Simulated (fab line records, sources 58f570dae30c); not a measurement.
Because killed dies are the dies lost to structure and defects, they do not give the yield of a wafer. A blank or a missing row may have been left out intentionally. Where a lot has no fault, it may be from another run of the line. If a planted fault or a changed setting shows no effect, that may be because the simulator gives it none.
Problem report in the 8D (eight disciplines) form, filled by code + flow berkeley_cmos170 + the parts of the form that need people (team, actions taken, sign-off) are left out

1. WHAT WENT WRONG
NVT_TW at UCB170_NVT_TW_MEAS_09 reads a mean of 560 on 6 wafers of 2 lots; wafers without a fault read 528 with a standard deviation of 4.5. Relative to the usual mean, that is a shift of +7.1 standard deviations.
Seen first at day 10 08:31 on film_metro-01, wafer L678.1. The record has a number at this step for 42 wafers belonging to 14 lots. By rule, "out" or "out of limits" means more than 4 standard deviations away from the usual mean. The other wafers with a number count as sound.

2. WHAT IT IS, WHAT IT ISN'T
| question                    | is                           | is not                                                                          |
|-----------------------------|------------------------------|---------------------------------------------------------------------------------|
| which readings at this step | NVT_TW                       | -                                                                               |
| which lots                  | L678, L681                   | L662, L663, L664, L665, L668, L669, L670, L671, L676, L679, L683, L684          |
| which wafers of those lots  | all that have a number       | -                                                                               |
| read on which gauges        | film_metro-01, film_metro-03 | film_metro-04                                                                   |
| when                        | from day 10 08:31            | up to then (27 sound wafers); but 9 sound wafers of L679, L683, L684 came after |

3. SUSPECTS, AND WHAT RULES EACH OUT
Counting: a tool at any process step up to the reading remains a suspect when it ran all the lots that are out and ran no sound lot after the first of those.
- the gauge at UCB170_NVT_TW_MEAS_09 has been ruled out. Those wafers that are out were read across 2 gauges (film_metro-01, film_metro-03).
- implanter-04 at UCB170_NVT_IMPLANT_07: kept. All lots that are out passed through it, beginning with L678 at day 10 08:16, and no sound lot followed; its final sound lot before that point was L668 at day 7 21:08. Out on those wafers are its own readings of beam_on_s, faraday_current_uA.
Remaining after the count: implanter-04 at UCB170_NVT_IMPLANT_07.

4. THE CAUSE (what the simulator had put in)
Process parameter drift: implanter-04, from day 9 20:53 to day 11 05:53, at UCB170_NVT_IMPLANT_07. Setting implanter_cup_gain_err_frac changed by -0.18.
This tool alone remained once counting was done.

5. THE EFFECT CHAIN, in route order
Rows list readings where the struck wafers' mean (over those with a number) sits beyond 3 standard deviations from the usual. Scope: only readings with a usual standard deviation given in the record; hours: median across lots of the time from each lot's start at the first step in this table that gives one to its start at this step; sigmas: change in usual standard deviations.
| hours | step                  | reading            | usual   | on struck wafers | change | sigmas |
|-------|-----------------------|--------------------|---------|------------------|--------|--------|
| 0     | UCB170_NVT_IMPLANT_07 | beam_on_s          | 10.02 s | 12.27            | +2.25  | +11    |
| 0     | UCB170_NVT_IMPLANT_07 | faraday_current_uA | 9.50    | 7.76             | -1.74  | -8.7   |
| 0     | UCB170_NVT_TW_MEAS_09 | NVT_TW             | 528     | 560              | +32    | +7.1   |
Here are the process steps it includes:
- UCB170_NVT_IMPLANT_07
At these later measuring or inspecting steps, every struck wafer for which the step has a row has a number for every such reading, and none has moved that far: UCB170_GATE_THK_MEAS_02, UCB170_GATE_THK_MEAS_05.

6. WHAT WOULD HAVE CAUGHT IT SOONER
12 hours passed between the start of the fault at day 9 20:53 and the first reading out of limits at a measuring or inspecting step in this record, taken at day 10 08:31.
Tool's own readings at UCB170_NVT_IMPLANT_07, beam_on_s, faraday_current_uA: out on all struck wafers the step has rows for; an alarm limit on them would have tripped on the first.
Lots out: 2; of these, L681 started UCB170_NVT_IMPLANT_07 on implanter-04 after day 10 08:31. Holding the tool at that time would have saved it.
